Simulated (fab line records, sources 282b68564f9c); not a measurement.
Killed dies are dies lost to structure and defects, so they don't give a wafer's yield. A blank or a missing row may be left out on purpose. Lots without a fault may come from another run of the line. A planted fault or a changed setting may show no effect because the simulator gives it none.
A struck lot beside a sound one | flow rit_cmos | 18 steps out of a route of 202
Sound: wafers L927.1, L927.2, L927.4. Struck: wafers L935.2, L935.4, L935.5. The cause comes at the end.
At each step with rows: each side's tool, then ch and its chambers, then its first start. Under that, the readings that differ: sound wafers | struck wafers | difference of the means | sigmas: that difference in standard deviations of wafers without a fault.
alike: readings whose means differ by less than 2 such deviations, and words and numbers that are the same on both sides. not compared: withheld readings, readings that some wafer has no value for, bounds like >300 that may hide the same value, and numbers for which the record gives no deviation and whose values overlap.
The two part at a step that has a row with sigmas, a row that says differs or no value, or rows on one side only. Numbers that don't overlap but have no deviation are shown without sigmas and don't part them. A reading that every wafer of one side lacks parts them only if that side has two wafers or more.

first, 4 steps without rows for these wafers: RIT_NSD_SOFTBAKE_02 (time 60 s); RIT_NSD_EXPOSE_03 (exposes mask M9, target cd 40700 nm); RIT_NSD_PEB_04; RIT_NSD_DEVELOP_05 (develop time 50 s).
RIT_NSD_OVL_MEAS_06:
  sound on overlay-01, day 4 04:38; struck on overlay-01, day 5 16:15
  reading      | sound       | struck         | difference | sigmas
  NSD_OVL (nm) | 1.7 1.3 2.8 | -1.3 -3.1 -1.8 | -4.0       | -2
then, 2 steps without rows for these wafers: RIT_NSD_HARDBAKE_07 (time 60 s); RIT_NSD_IMPLANT_08.
RIT_NSD_STRIP_09: strips in O2, time 180 s.
  sound on plasma_asher-01 ch 0,1, day 4 04:58; struck on plasma_asher-01 ch 0,1, day 5 16:35
  alike: drypump_motor_current_A
  not compared: rf_hours_counter_h
RIT_NSD_TW_MEAS_10:
  sound on film_metro-04, day 4 05:08; struck on film_metro-04, day 5 16:46
  alike: NSD_TW
then, 3 steps without rows for these wafers: RIT_PSD_HMDS_00 (prime time 60 s); RIT_PSD_COAT_01 (resist thk 1000 nm); RIT_PSD_SOFTBAKE_02 (time 60 s).
RIT_PSD_EXPOSE_03: exposes mask M10, target cd 40900 nm.
  sound on iline_stepper-02 ch 0, day 4 05:46; struck on iline_stepper-01 ch 0, day 5 17:25
  reading                     | sound             | struck            | difference | sigmas
  model.PSD.overlay_x_nm (nm) | 1.187 1.187 1.187 | 131.8 131.8 131.8 | +130.6     |
  alike: mask, exposure_dose_mJ_cm2
then, 2 steps without rows for these wafers: RIT_PSD_PEB_04; RIT_PSD_DEVELOP_05 (develop time 50 s).
RIT_PSD_OVL_MEAS_06:
  sound on overlay-02, day 4 06:10; struck on overlay-01, day 5 17:47
  reading      | sound        | struck            | difference | sigmas
  PSD_OVL (nm) | 1.8 0.5 -0.1 | 132.6 132.9 132.7 | +132.0     | +94
then, 1 step without rows for these wafers: RIT_PSD_HARDBAKE_07 (time 60 s).
RIT_M1_PROBE_99:
  sound on prober-01, day 4 14:34; struck on prober-02, day 6 02:24
  reading                                                 | sound                | struck               | difference | sigmas
  model.etest.select_edge_diode_p.leak_log10_a (angstrom) | -10.31 -10.51 -10.39 | -9.445 -9.694 -9.516 | +0.852     |
  alike: killed_at_M0_to_M3, killed_at_front_end, killed_dies, killed_open, killed_short

WHERE THEY PART
First at RIT_NSD_OVL_MEAS_06; last, within this record, at RIT_PSD_OVL_MEAS_06. Later steps at which nothing parts them and some readings are alike: RIT_M1_PROBE_99.

WHY: what the simulator had put in
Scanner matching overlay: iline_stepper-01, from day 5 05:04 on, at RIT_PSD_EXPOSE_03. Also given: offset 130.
